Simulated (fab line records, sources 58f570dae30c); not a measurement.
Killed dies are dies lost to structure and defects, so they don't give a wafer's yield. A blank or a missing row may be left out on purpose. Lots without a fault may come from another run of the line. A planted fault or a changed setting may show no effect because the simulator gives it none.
A struck lot beside a sound one | flow berkeley_cmos170 | 15 steps out of a route of 331
Sound: wafers L104.2, L104.3, L104.6. Struck: wafers L112.1, L112.4. (L112.2 of the same lot was not struck and is left out.) The cause comes at the end.
At each step with rows: each side's tool, then ch and its chambers, then its first start. Under that, the readings that differ: sound wafers | struck wafers | difference of the means | sigmas: that difference in standard deviations of wafers without a fault.
alike: readings whose means differ by less than 2 such deviations, and words and numbers that are the same on both sides. not compared: withheld readings, readings that some wafer has no value for, bounds like >300 that may hide the same value, and numbers for which the record gives no deviation and whose values overlap.
The two part at a step that has a row with sigmas, a row that says differs or no value, or rows on one side only. Numbers that don't overlap but have no deviation are shown without sigmas and don't part them. A reading that every wafer of one side lacks parts them only if that side has two wafers or more.

first, 2 steps without rows for these wafers: UCB170_PWELL_ANNEAL_04 (time 900 s); UCB170_PWELL_CVD_05 (deposits Si3N4 from SiH2Cl2/NH3, target thk 220 nm, time 3300 s).
UCB170_PWELL_THK_MEAS_06:
  sound on film_metro-03, day 3 18:20; struck on film_metro-03, day 5 14:24
  alike: PWELL_NITRIDE_THK
then, 6 steps without rows for these wafers: UCB170_PWELL_HMDS_07 (prime time 60 s); UCB170_PWELL_COAT_08 (resist thk 900 nm); UCB170_PWELL_SOFTBAKE_09 (time 60 s); UCB170_PWELL_EXPOSE_10 (exposes mask PWELL, target cd 3000 nm); UCB170_PWELL_PEB_11; UCB170_PWELL_DEVELOP_12 (develop time 45 s).
UCB170_PWELL_OVL_MEAS_13:
  sound on overlay-02, day 3 19:34; struck on overlay-02, day 5 15:43
  alike: PWELL_OVL
UCB170_PWELL_ETCH_14: etches Si3N4 in CH3F/Ar/O2, stops on SiO2, target depth 242 nm, time 151 s.
  sound on rie_diel-04 ch 0,2,3, day 3 19:35; struck on rie_diel-02 ch 2,3, day 5 15:46
  alike: drypump_motor_current_A, oes_product_au, throttle_valve_pct
  not compared: rf_hours_counter_h
then, 1 step without rows for these wafers: UCB170_PWELL_IMPLANT_15.
UCB170_PWELL_STRIP_16: strips in O2.
  sound on plasma_asher-03 ch 0,1, day 3 19:50; struck on plasma_asher-03 ch 0, day 5 16:01
  reading               | sound             | struck      | difference | sigmas
  oes_product_au (a.u.) | 0.718 0.713 0.719 | 0.640 0.637 | -0.078     | -17
  overash_fraction      | 0.5 0.5 0.5       | 0.8 0.8     | +0.3       |
  alike: drypump_motor_current_A, strip_time_to_endpoint_s
  not compared: rf_hours_counter_h
UCB170_PWELL_TW_MEAS_17:
  sound on film_metro-04, day 3 19:57; struck on film_metro-02, day 5 16:07
  alike: PWELL_TW
-- the record jumps here: 4 days lie between the struck wafers' starts before and after (it left off in module PWELL and takes up again in module M3, whose first step shown is number 331 of the route) --
UCB170_M3_PROBE_99:
  the record has rows for the struck wafers here (prober-01, day 10 03:17) and none for the sound ones

WHERE THEY PART
First at UCB170_PWELL_STRIP_16; last, within this record, at UCB170_M3_PROBE_99.

WHY: what the simulator had put in
Process parameter drift: plasma_asher-03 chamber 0, from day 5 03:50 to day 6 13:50, at UCB170_PWELL_STRIP_16. Setting overash_fraction, moved by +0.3, from 0.5. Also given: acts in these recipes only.
